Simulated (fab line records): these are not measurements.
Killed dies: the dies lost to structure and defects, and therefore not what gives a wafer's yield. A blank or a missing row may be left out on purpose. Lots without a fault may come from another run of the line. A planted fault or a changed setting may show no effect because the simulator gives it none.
Split-lot study ; flow ritCmos ; on a route of 202 steps: 5 lots, 23 wafers read

THE SPLIT ITSELF
At RIT_ACTIVE_CVD_03 (deposits Si3N4 from SiH2Cl2/NH3, target thk 150 nm, time 1500 s), the setting timeS was moved away from the recipe's 1500 s on 20 of the 23 wafers read, by +9.5% to +14.7%. For the rest of the wafers, this setting stayed at what the recipe calls for.

Between the split and the reading, the file records no step.

THE READING
Values of ACTIVE_NITRIDE_THK in nm from RIT_ACTIVE_THK_MEAS_04. Fault-free wafers of this fab line usually give 149.6 nm, standard deviation 1.6 nm.

wafer;tool, chamber at the split;timeS as run, s;against the recipe;ACTIVE_NITRIDE_THK, nm;against lot-mates on the recipe
L074.1;lpcvd-02, 1;1500;recipe;153.8;-
L074.3;lpcvd-02, 1;1500;recipe;152.3;-
L074.5;lpcvd-02, 1;1500;recipe;152.4;-
L075.1;-, -;1685;+12.3%;165.1;no lot-mate on the recipe
L075.2;-, -;1685;+12.3%;165.9;no lot-mate on the recipe
L075.4;-, -;1685;+12.3%;164.6;no lot-mate on the recipe
L075.5;-, -;1685;+12.3%;164.9;no lot-mate on the recipe
L075.6;-, -;1685;+12.3%;165.4;no lot-mate on the recipe
L077.1;-, -;1721;+14.7%;172.1;no lot-mate on the recipe
L077.2;-, -;1721;+14.7%;170.9;no lot-mate on the recipe
L077.3;-, -;1721;+14.7%;171.1;no lot-mate on the recipe
L077.4;-, -;1721;+14.7%;171.4;no lot-mate on the recipe
L077.5;-, -;1721;+14.7%;171.8;no lot-mate on the recipe
L081.1;-, -;1692;+12.8%;166.3;no lot-mate on the recipe
L081.2;-, -;1692;+12.8%;168.0;no lot-mate on the recipe
L081.3;-, -;1692;+12.8%;168.1;no lot-mate on the recipe
L081.5;-, -;1692;+12.8%;167.3;no lot-mate on the recipe
L081.6;-, -;1692;+12.8%;167.7;no lot-mate on the recipe
L083.1;-, -;1643;+9.5%;162.3;no lot-mate on the recipe
L083.2;-, -;1643;+9.5%;162.5;no lot-mate on the recipe
L083.3;-, -;1643;+9.5%;163.6;no lot-mate on the recipe
L083.4;-, -;1643;+9.5%;162.1;no lot-mate on the recipe
L083.5;-, -;1643;+9.5%;163.4;no lot-mate on the recipe

FIT RESULTS
A straight line over all 23 wafers: ACTIVE_NITRIDE_THK changes by +1.2 nm for each +1% of timeS; r = +0.97; the points scatter about the line by 1.4 nm.
Too few moved wafers with a lot-mate on the recipe to fit a line net of each lot's own level.

THE WHOLE CHAIN: every reading that the file lists as answering this split, in the file's order
step;what it does;reading;change (the file's fit);r (the file's)
RIT_ACTIVE_CVD_03;deposits Si3N4 from SiH2Cl2/NH3, target thk 150 nm, time 1500 s;Si3N4_of_ACTIVE_CVD_03.thkNm (the simulator's own value, which no gauge read);+1.2 nm for each +1% of the setting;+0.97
RIT_ACTIVE_THK_MEAS_04;;ACTIVE_NITRIDE_THK;+1.2 for each +1% of the setting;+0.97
RIT_ACTIVE_ETCH_13;etches Si3N4 in SF6, stops on SiO2, time 210 s, target depth 210 nm;etch.depthNm (the simulator's own value, which no gauge read);+1.2 nm for each +1% of the setting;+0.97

FILE'S OWN FIT
ACTIVE_NITRIDE_THK changes by +1.2 nm for each +1% of timeS, r = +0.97.
